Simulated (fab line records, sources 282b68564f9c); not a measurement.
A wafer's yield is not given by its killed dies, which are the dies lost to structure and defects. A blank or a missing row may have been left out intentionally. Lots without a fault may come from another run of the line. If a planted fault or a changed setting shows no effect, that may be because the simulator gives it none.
One fault through the eyes of 2 desks || flow rit-cmos || what lay behind the numbers comes last; until then each desk has only its own

DESK OF THE TOOL OWNER: furnace-01
The tool's own readings at RIT_GATE_OXIDATION_05 (target thk 3 nm, ox time 270 s): means of the sampled wafers that have a number, for each lot that ran on this tool. Marked OUT: a lot whose mean sits more than 4 standard deviations from the usual mean, which makes it out of limits; the brackets give that distance.
Columns: A = spike-tc-centre-C at RIT_GATE_OXIDATION_05, usual 902.3 C; B = spike-tc-load-C at RIT_GATE_OXIDATION_05, usual 921.6 C; C = spike-tc-source-C at RIT_GATE_OXIDATION_05, usual 920 C; D = tube-center-temp-C at RIT_GATE_OXIDATION_05, usual 899.99 C; E = tube_center_temp_C_max at RIT_GATE_OXIDATION_05, usual 902.3; F = zone-power-load-pct at RIT_GATE_OXIDATION_05, usual 25.19 %
{"lot": "L674", "first seen here": "day 2 18:35", "A": 902.5, "B": 918.9, "C": 921, "D": 900.03, "E": 902.4, "F": 25.24}
{"lot": "L675", "first seen here": "day 2 19:52", "A": 902.3, "B": 919.6, "C": 921, "D": 899.99, "E": 902.4, "F": 25.40}
{"lot": "L677", "first seen here": "day 3 10:22", "A": 902.4, "B": 919.5, "C": 921, "D": 900.03, "E": 902.6, "F": 25.08}
{"lot": "L678", "first seen here": "day 3 15:39", "A": "888.4 (-15) OUT", "B": "905.2 (-6.8) OUT", "C": "905 (-4.7) OUT", "D": "886.00 (-99 or more) OUT", "E": "888.7 (-38) OUT", "F": 24.34}
{"lot": "L679", "first seen here": "day 3 16:43", "A": "888.3 (-15) OUT", "B": "904.9 (-6.9) OUT", "C": "907 (-4.2) OUT", "D": "886.01 (-99 or more) OUT", "E": "888.0 (-40) OUT", "F": 24.54}
{"lot": "L680", "first seen here": "day 3 22:53", "A": "887.7 (-16) OUT", "B": "904.9 (-6.9) OUT", "C": "907 (-4.2) OUT", "D": "886.01 (-99 or more) OUT", "E": "888.2 (-39) OUT", "F": 24.39}
{"lot": "L681", "first seen here": "day 4 03:49", "A": "888.0 (-15) OUT", "B": "904.5 (-7.1) OUT", "C": "906 (-4.5) OUT", "D": "885.99 (-99 or more) OUT", "E": "888.0 (-40) OUT", "F": 24.37}
Finding of this desk: L678, L679, L680, L681 out of limits; the first was L678 at day 3 15:39, on spike-tc-centre-C at RIT_GATE_OXIDATION_05. L674, L675, L677: within limits.

THE METROLOGY DESK
What the gauges read, lot by lot, whatever tool the lot ran on: means of the sampled wafers that have a number. Marked OUT: a lot whose mean sits more than 4 standard deviations from the usual mean, which makes it out of limits; the brackets give that distance.
Columns: A = GATE_OXIDE_THK at RIT_GATE_THK_MEAS_07, usual 3.01 nm; B = cd-nm at RIT_CONTACT_CD_MEAS_08, usual 1000.5 nm
{"lot": "L673", "first seen here": "day 2 17:40", "A": 3.06, "B": 1001.2}
{"lot": "L674", "first seen here": "day 2 19:55", "A": 3.02, "B": 1001.0}
{"lot": "L675", "first seen here": "day 2 21:11", "A": 3.04, "B": 997.6}
{"lot": "L676", "first seen here": "day 3 06:37", "A": 3.06, "B": 997.3}
{"lot": "L677", "first seen here": "day 3 12:07", "A": 2.98, "B": 1000.4}
{"lot": "L678", "first seen here": "day 3 17:27", "A": "2.42 (-8.9) OUT", "B": 1004.1}
{"lot": "L679", "first seen here": "day 3 19:38", "A": "2.54 (-7.2) OUT", "B": 1002.0}
{"lot": "L680", "first seen here": "day 4 01:55", "A": "2.53 (-7.2) OUT", "B": 999.8}
{"lot": "L681", "first seen here": "day 4 05:09", "A": "2.44 (-8.6) OUT", "B": 998.6}
{"lot": "L682", "first seen here": "day 4 11:18", "A": 2.95, "B": 999.8}
{"lot": "L688", "first seen here": "day 5 17:50", "A": 3.06, "B": 1004.2}
{"lot": "L689", "first seen here": "day 5 19:38", "A": 3.11, "B": 1001.6}
{"lot": "L693", "first seen here": "day 6 16:07", "A": 3.02, "B": 998.1}
{"lot": "L694", "first seen here": "day 6 23:03", "A": 2.99, "B": 1001.8}
{"lot": "L695", "first seen here": "day 7 03:51", "A": 3.04, "B": 1000.3}
{"lot": "L696", "first seen here": "day 7 07:20", "A": 3.08, "B": 997.3}
This desk's result: L678, L679, L680, L681 out of limits, first on L678 (GATE_OXIDE_THK at RIT_GATE_THK_MEAS_07), day 3 17:27. L673, L674, L675, L676, L677, L682, L688, L689, L693, L694, L695, L696: within limits.

TAKEN TOGETHER
The tool owner's desk had the chance to raise an alarm at day 3 15:39 on L678, L679, L680, L681.
On L678, L679, L680, L681, the metrology desk was in a position to raise an alarm at day 3 17:27.
The lots listed all ran RIT_GATE_OXIDATION_05 on furnace-01.

WHAT WAS PUT IN BY THE SIMULATOR
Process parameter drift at RIT_GATE_OXIDATION_05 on furnace-01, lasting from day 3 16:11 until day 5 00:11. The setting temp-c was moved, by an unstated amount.
Struck lots among those shown: L678, L679, L680, L681.
